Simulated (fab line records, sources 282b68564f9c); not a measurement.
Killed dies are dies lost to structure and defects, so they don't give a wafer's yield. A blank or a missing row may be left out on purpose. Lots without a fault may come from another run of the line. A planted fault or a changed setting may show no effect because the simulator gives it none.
fab line records | flow rit_cmos
record lots=6 wafers=18 last_day=7
route steps=202 shown M1@184
lots that met no fault: from a run of the same line without faults
start_h: hours from the record's first day to the start of the lot's first wafer shown | wait_h: hours since the lot's step before | " the same as in the row above | L1.1+2: a row that stands for several wafers | - no value, or no start given | * or withheld: withheld | < > ~ a bound
route shown NAME@n: a module of which the file shows steps, and the number in the route of the first | usual: mean/standard deviation of fault-free wafers | same: alike in all rows | chamber/n: place in a boat | sites: the reading at each site | _std_site: their standard deviation | _edge_site: outer sites' mean less inner sites' | radius_mm: how far each site lies from the wafer's centre | mask NAME#n: copy n | behind: the tool/chamber that last shaped the wafer | hold: why the lot was held/for how many hours/how that ended | device: the transistor (n, p or np) that didn't switch | end of line: the same wafers' tests at the end of the route | a step without rows: its recipe alone | killed: dies lost to structure and defects at the first sort, not the wafer's yield | map: a wafer's dies, x killed, . not, _ none there
set.NAME: the setting as run; set.NAME@STEP: as run at that earlier step | model.NAME: the simulator's own value behind a step, which no gauge read
lots at some steps of the route; a table a step, a row a wafer
services: from which hour (start_h, from the record's first day; less than 0 if before it) a tool's chamber was out of use, for how many hours, and why
## steps
# step RIT_M1_SPUTTER_00
# recipe material=Al target_thk_nm=400 power_w=2000 chamber_pressure_pa=0.4 gas=Ar time_s=500 substrate_temp_c=25
# usual throttle_valve_pct=29.7/0.97
# columns lot.wafer tool chamber start_h wait_h throttle_valve_pct
L444.1 pvd_sputter-02 - 75.75 0.0 29.5
L444.4 " - " " 30.7
L444.6 " - " " 29.8
L446.1 pvd_sputter-02 - 84.64 0.0 28.2
L446.3 " - " " 29.7
L446.5 " - " " 28.3
L455.1 pvd_sputter-01 - 138.40 0.0 29.2
L455.5 " - " " 29.5
L455.6 " - " " 31.0
L459.1 pvd_sputter-02 - 161.96 0.0 30.8
L459.4 " - " " 29.6
L459.6 " - " " 30.9
L460.2 pvd_sputter-03 - 162.33 0.0 29.0
L460.3 " - " " 28.4
L460.6 " - " " 28.2
L462.2 pvd_sputter-03 - 170.59 0.0 28.6
L462.3 " - " " 30.2
L462.4 " - " " 29.0
# step RIT_M1_RS_MEAS_01
# recipe thk_meas_gauge=four-point-probe reads=Al_of_M1_SPUTTER_00
# usual M1_AL_RS=0.0735/0.00072
# columns lot.wafer tool chamber start_h wait_h M1_AL_RS[ohm/sq]
L444.1 film_metro-01 - 76.05 0.1 0.0735
L444.4 " - " " 0.0731
L444.6 " - " " 0.0733
L446.1 film_metro-01 - 84.94 0.1 0.0734
L446.3 " - " " 0.0737
L446.5 " - " " 0.0730
L455.1 film_metro-04 - 138.70 0.1 0.0731
L455.5 " - " " 0.0735
L455.6 " - " " 0.0724
L459.1 film_metro-01 - 162.26 0.1 0.0740
L459.4 " - " " 0.0742
L459.6 " - " " 0.0734
L460.2 film_metro-02 - 162.64 0.2 0.0735
L460.3 " - " " 0.0737
L460.6 " - " " 0.0747
L462.2 film_metro-04 - 170.91 0.2 0.0743
L462.3 " - " " 0.0732
L462.4 " - " " 0.0731
# step RIT_M1_THK_MEAS_02
# recipe thk_meas_gauge=xrf reads=Al_of_M1_SPUTTER_00
# usual M1_AL_THK=398/4.2
# columns lot.wafer tool chamber start_h wait_h M1_AL_THK[nm]
L444.1 film_metro-01 - 76.17 0.1 400
L444.4 " - " " 398
L444.6 " - " " 401
L446.1 film_metro-01 - 85.06 0.1 399
L446.3 " - " " 398
L446.5 " - " " 398
L455.1 film_metro-04 - 138.82 0.1 401
L455.5 " - " " 398
L455.6 " - " " 406
L459.1 film_metro-01 - 162.38 0.1 396
L459.4 " - " " 393
L459.6 " - " " 398
L460.2 film_metro-02 - 162.75 0.1 397
L460.3 " - " " 396
L460.6 " - " " 394
L462.2 film_metro-04 - 171.02 0.1 393
L462.3 " - " " 398
L462.4 " - " " 400
# step RIT_M1_HMDS_03
# recipe prime_time_s=60 prime_temp_c=140
# step RIT_M1_COAT_04
# recipe resist=NOVOLAK spin_rpm=2000 resist_thk_nm=1300
# step RIT_M1_SOFTBAKE_05
# recipe resist=NOVOLAK temp_c=90 time_s=60
# step RIT_M1_EXPOSE_06
# recipe mask_id=M12 na=0.6 source_shape=conventional sigma_outer=0.5 target_cd_nm=2600 dose_mj=246.6
# step RIT_M1_PEB_07
# recipe resist=NOVOLAK temp_c=withheld time_s=withheld
# step RIT_M1_DEVELOP_08
# recipe resist=NOVOLAK develop_time_s=68 dev_temp_c=23
# step RIT_M1_CD_MEAS_09
# recipe target_cd_nm=2600
# usual cd_nm=2599.7/2.6
# columns lot.wafer tool chamber start_h wait_h cd_nm
L444.1 cd_sem-02 - 77.16 - 2599.6
L444.4 " - " " 2595.8
L444.6 " - " " 2599.6
L446.1 cd_sem-02 - 86.00 - 2603.0
L446.3 " - " " 2600.8
L446.5 " - " " 2600.3
L455.1 cd_sem-02 - 140.01 - 2598.9
L455.5 " - " " 2599.2
L455.6 " - " " 2596.6
L459.1 cd_sem-02 - 163.44 - 2598.9
L459.4 " - " " 2600.1
L459.6 " - " " 2599.8
L460.2 cd_sem-01 - 163.70 - 2597.3
L460.3 " - " " 2597.5
L460.6 " - " " 2598.1
L462.2 cd_sem-02 - 172.09 - 2601.9
L462.3 " - " " 2602.1
L462.4 " - " " 2603.1
# step RIT_M1_OVL_MEAS_10
# usual M1_OVL=0.4/1.3
# columns lot.wafer tool chamber start_h wait_h M1_OVL[nm]
L444.1 overlay-02 - 77.28 0.1 -0.3
L444.4 " - " " 0.9
L444.6 " - " " 1.1
L446.1 overlay-02 - 86.12 0.1 0.4
L446.3 " - " " 0.6
L446.5 " - " " -1.0
L455.1 overlay-02 - 140.13 0.1 -0.1
L455.5 " - " " -3.0
L455.6 " - " " 0.1
L459.1 overlay-02 - 163.56 0.1 2.7
L459.4 " - " " 1.0
L459.6 " - " " 1.3
L460.2 overlay-01 - 163.81 0.1 1.3
L460.3 " - " " -0.7
L460.6 " - " " -1.4
L462.2 overlay-01 - 172.20 0.1 1.9
L462.3 " - " " 3.1
L462.4 " - " " 1.9
# step RIT_M1_HARDBAKE_11
# recipe resist=NOVOLAK temp_c=140 time_s=120
# step RIT_M1_METAL_ETCH_12
# recipe stop_on=SiO2 chemistry=Cl2/BCl3 target=Al time_s=165 over_etch_frac=0.5 pressure_mtorr=100 target_depth_a=6000 rf_w=250 Cl2_flow_sccm=60 bcl3_flow_sccm=50
# usual drypump_motor_current_A=5.58/0.19 oes_product_au=0.784/0.011 run_length_s=192.8/0.34 throttle_valve_pct=8.26/0.071
# columns lot.wafer tool chamber start_h wait_h drypump_motor_current_A oes_product_au rf_hours_counter_h run_length_s throttle_valve_pct model.NOVOLAK_of_M1_COAT_04.thk_nm model.M1.feature_depth_nm model.SiO2_of_CONTACT_CVD_00.thk_nm
L444.1 rie_metal-04 1 77.57 0.2 5.90 0.785 2.5 193.2 8.23 819.2 431.1 357.3
L444.4 " 1 " " 5.92 0.782 - 193.0 8.24 821.2 432 358.3
L444.6 " 1 " " 5.89 0.786 - 192.9 8.23 820.3 431.7 361.9
L446.1 rie_metal-02 1 86.40 0.2 5.42 0.785 0.9 193.4 8.27 800.6 433.3 355.8
L446.3 " 0 " " 5.67 0.798 - 192.9 8.29 797.3 431.2 356.2
L446.5 " 1 " " 5.44 0.784 - 192.9 8.27 803.8 436 360.5
L455.1 rie_metal-01 1 140.41 0.2 5.45 0.774 5.2 192.4 8.13 803.7 434.3 356.6
L455.5 " 0 " " 5.69 0.784 - 193.0 8.36 805.5 432.9 368.3
L455.6 " 1 " " 5.45 0.773 - 192.8 8.13 802.3 438.5 365.2
L459.1 rie_metal-04 0 163.85 0.2 5.32 1.021 3.2 151.2 8.24 884.3 421.9 365.3
L459.4 " 0 " " 5.32 1.017 - 151.1 8.26 883.1 419.7 373.5
L459.6 " 0 " " 5.32 1.014 - 151.2 8.25 881.2 424.4 372.8
L460.2 rie_metal-02 0 164.09 0.2 5.67 0.798 1.8 192.8 8.29 799.5 433.2 361.2
L460.3 " 1 " " 5.45 0.781 - 193.4 8.25 807.3 431.2 354.8
L460.6 " 0 " " 5.67 0.783 - 192.8 8.28 802.9 426.5 365.6
L462.2 rie_metal-04 0 172.48 0.2 5.33 1.018 3.4 151.2 8.24 888.1 420.4 377.2
L462.3 " 0 " " 5.29 1.005 - 151.2 8.25 891 425.7 380.1
L462.4 " 1 " " 5.90 0.779 - 192.6 8.25 813.7 433.5 371.7
# step RIT_M1_STRIP_13
# recipe chemistry=nmp resist=NOVOLAK temp_c=80 time_s=600 dry=n2_spin
# step RIT_M1_STRIP_14
# recipe chemistry=O2 time_s=171.1 platen_temp_c=withheld power_w=500 pressure_mtorr=4000 o2_flow_sccm=4000
# usual drypump_motor_current_A=5.89/0.2
# columns lot.wafer tool chamber start_h wait_h drypump_motor_current_A rf_hours_counter_h
L444.1 plasma_asher-01 1 77.91 0.0 5.68 44
L444.4 " 1 " " 5.68 -
L444.6 " 0 " " 5.63 -
L446.1 plasma_asher-03 0 86.76 0.0 6.14 31
L446.3 " 0 " " 6.14 -
L446.5 " 1 " " 6.00 -
L455.1 plasma_asher-02 1 140.77 0.0 5.70 2
L455.5 " 0 " " 6.04 -
L455.6 " 1 " " 5.72 -
L459.1 plasma_asher-03 1 164.22 0.0 5.97 40
L459.4 " 1 " " 5.96 -
L459.6 " 0 " " 6.17 -
L460.2 plasma_asher-02 0 164.43 0.0 6.04 5
L460.3 " 1 " " 5.70 -
L460.6 " 1 " " 5.71 -
L462.2 plasma_asher-03 0 172.83 0.0 6.13 41
L462.3 " 0 " " 6.15 -
L462.4 " 1 " " 5.97 -
# step RIT_M1_CD_MEAS_90
# recipe target_cd_nm=2600
# usual cd_nm=2599.5/2.4
# columns lot.wafer tool chamber start_h wait_h cd_nm
L444.1 cd_sem-02 - 78.08 0.1 2600.2
L444.4 " - " " 2596.8
L444.6 " - " " 2600.7
L446.1 cd_sem-02 - 86.93 0.1 2600.1
L446.3 " - " " 2601.0
L446.5 " - " " 2598.0
L455.1 cd_sem-01 - 140.94 0.1 2601.3
L455.5 " - " " 2600.6
L455.6 " - " " 2598.7
L459.1 cd_sem-02 - 164.40 0.1 2604.3
L459.4 " - " " 2604.8
L459.6 " - " " 2605.5
L460.2 cd_sem-01 - 164.62 0.1 2597.2
L460.3 " - " " 2596.6
L460.6 " - " " 2597.8
L462.2 cd_sem-01 - 173.03 0.1 2607.0
L462.3 " - " " 2606.1
L462.4 " - " " 2602.0
# step RIT_M1_ANNEAL_15
# recipe temp_c=450 time_s=1800 ambient=forming_gas_H2N2
# step RIT_M1_PROBE_99
# usual defect_limited_yield=97.5/1.1 killed_at_contacts=0.0/0.2 killed_at_front_end=6.6/2.8 killed_dies=6.6/2.8 killed_open=3.3/1.9 killed_short=3.2/1.8
# same gross_dies=264 killed_at_M0_to_M3=0 killed_at_M4_up=0 killed_at_back_side=0 killed_at_other=0
# columns lot.wafer tool chamber start_h wait_h defect_limited_yield[%] killed_at_contacts killed_at_front_end killed_dies killed_open killed_short model.etest.tester.sort_n_pass model.etest.tester.sort_yield_pct model.etest.m1_comb_over_steps.leak_log10_a_um model.etest.antenna_m1.vt_shift_v
L444.1 prober-02 - 79.82 0.1 98.1 1 4 5 4 1 259 98.11 -12.79 -0.008272
L444.4 prober-02 - 79.97 0.2 98.1 0 5 5 2 3 259 98.11 -12.82 -0.0125
L444.6 prober-02 - 80.07 0.2 97.3 0 7 7 3 4 257 97.35 -12.79 -0.008627
L446.1 prober-02 - 88.67 0.1 96.6 0 9 9 3 6 255 96.59 -12.75 -0.009595
L446.3 prober-02 - 88.77 0.2 96.6 0 9 9 4 5 255 96.59 -12.8 -0.0136
L446.5 prober-02 - 88.87 0.2 97.7 1 5 6 2 4 258 97.73 -12.56 -0.01857
L455.1 prober-01 - 142.68 0.1 95.5 0 12 12 3 9 252 95.45 -12.91 -0.01417
L455.5 prober-01 - 142.88 0.2 96.6 0 9 9 6 3 255 96.59 -12.86 -0.01132
L455.6 prober-01 - 142.93 0.2 98.1 0 5 5 1 4 259 98.11 -12.71 -0.01114
L459.1 prober-01 - 166.14 0.1 98.5 0 4 4 3 1 189 71.59 -9.978 -0.007684
L459.4 prober-01 - 166.29 0.2 98.5 0 4 4 3 1 260 98.48 -10.61 -0.006303
L459.6 prober-01 - 166.39 0.2 98.1 0 5 5 0 5 20 7.576 -9.339 -0.003406
L460.2 prober-02 - 167.69 0.1 99.2 0 2 2 1 1 262 99.24 -12.74 -0.008306
L460.3 prober-02 - 167.74 0.2 98.5 0 4 4 3 1 260 98.48 -12.89 -0.01188
L460.6 prober-02 - 167.89 0.2 97.3 0 7 7 3 4 257 97.35 -12.91 -0.0101
L462.2 prober-02 - 174.80 0.1 98.5 0 4 4 2 2 205 77.65 -10.09 0.0007556
L462.3 prober-02 - 174.85 0.2 97.0 0 8 8 7 1 3 1.136 -9.138 -0.003448
L462.4 prober-02 - 174.90 0.2 98.5 0 4 4 2 2 260 98.48 -12.72 -0.009455
# killed by level:class
L444.1 FOX1:geometric_particle:open=1 FOX2:geometric_particle:open=1 GATE:geometric_particle:open=1 SILICIDE:geometric_particle:short=1 CONTACT:geometric_particle:open=1
L444.4 GATE:geometric_particle:short=2 FOX1:geometric_particle:open=1 FOX2:geometric_particle:short=1 GATE:geometric_particle:open=1
L444.6 GATE:geometric_particle:open=2 SILICIDE:geometric_particle:short=2 FOX1:geometric_particle:open=1 GATE:geometric_particle:short=1 SPACER:geometric_particle:short=1
L446.1 GATE:geometric_particle:short=5 SILICIDE:geometric_particle:open=2 GATE:geometric_particle:open=1 SPACER:geometric_particle:short=1
L446.3 SPACER:geometric_particle:open=3 FOX2:geometric_particle:short=2 REOX:geometric_particle:short=2 GATE:geometric_particle:open=1 SILICIDE:geometric_particle:short=1
L446.5 FOX2:geometric_particle:open=1 GATE:geometric_particle:short=1 SPACER:geometric_particle:short=1 SILICIDE:geometric_particle:short=1 SILICIDE:geometric_particle:open=1 CONTACT:geometric_particle:short=1
L455.1 GATE:geometric_particle:short=5 REOX:geometric_particle:short=3 FOX2:geometric_particle:short=1 GATE:geometric_particle:open=1 REOX:geometric_particle:open=1 SILICIDE:geometric_particle:open=1
L455.5 GATE:geometric_particle:open=3 FOX2:geometric_particle:open=2 FOX2:geometric_particle:short=1 REOX:geometric_particle:short=1 SILICIDE:geometric_particle:short=1 SILICIDE:geometric_particle:open=1
L455.6 GATE:geometric_particle:short=2 SPACER:geometric_particle:short=1 SILICIDE:geometric_particle:open=1 SILICIDE:geometric_particle:short=1
L459.1 FOX2:geometric_particle:open=1 GATE:geometric_particle:short=1 GATE:geometric_particle:open=1 SILICIDE:geometric_particle:open=1
L459.4 GATE:geometric_particle:open=2 SPACER:geometric_particle:open=1 SPACER:geometric_particle:short=1
L459.6 GATE:geometric_particle:short=2 FOX2:geometric_particle:short=1 REOX:geometric_particle:short=1 SILICIDE:geometric_particle:short=1
L460.2 FOX2:geometric_particle:short=1 SILICIDE:geometric_particle:open=1
L460.3 GATE:geometric_particle:open=3 FOX1:geometric_particle:short=1
L460.6 GATE:geometric_particle:short=2 REOX:geometric_particle:open=2 REOX:geometric_particle:short=1 SILICIDE:geometric_particle:open=1 SILICIDE:geometric_particle:short=1
L462.2 GATE:geometric_particle:open=2 GATE:geometric_particle:short=1 SILICIDE:geometric_particle:short=1
L462.3 GATE:geometric_particle:open=3 SILICIDE:geometric_particle:open=2 FOX1:geometric_particle:open=1 REOX:geometric_particle:open=1 REOX:geometric_particle:short=1
L462.4 FOX1:geometric_particle:short=1 GATE:geometric_particle:short=1 GATE:geometric_particle:open=1 SPACER:geometric_particle:open=1
## services
# columns tool chamber start_h hours kind
plasma_asher-03 - 57.27 5.9 repair
pvd_sputter-03 - 75.93 2.6 repair
plasma_asher-02 - 77.79 6.2 repair
rie_metal-04 - 103.27 14.6 pm
plasma_asher-01 - 105.85 1.3 repair
plasma_asher-01 - 108.39 19.9 repair
plasma_asher-02 - 108.75 9.0 pm
plasma_asher-02 0 108.75 9.0 vent_cycle
plasma_asher-02 1 108.75 9.0 vent_cycle
pvd_sputter-02 - 114.54 4.7 repair
plasma_asher-02 0 117.75 - clean
plasma_asher-02 1 117.75 - clean
## key
first_sign step=RIT_M1_METAL_ETCH_12 reading=run_length_s direction=down sigmas=99+ usual=* struck=*
effect step=RIT_M1_METAL_ETCH_12 reading=oes_product_au direction=up sigmas=20 usual=0.784 struck=1.015
effect step=RIT_M1_CD_MEAS_90 reading=cd_nm direction=up sigmas=2.5 usual=2599.5 struck=2605.6
model_effect step=RIT_M1_METAL_ETCH_12 value=NOVOLAK_of_M1_COAT_04.thk_nm without=802.5 struck=885.5
model_effect step=RIT_M1_PROBE_99 value=etest.tester.sort_n_pass without=259 struck=135.4
met_at RIT_M1_METAL_ETCH_12
struck_wafers L459.1,L459.4,L459.6,L462.2,L462.3
fault kind=process_parameter_drift tool=rie_metal-04 chamber=0 onset_h=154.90 steps=RIT_M1_METAL_ETCH_12 channel=time_s offset=* shape=step end_h=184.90 stated=*
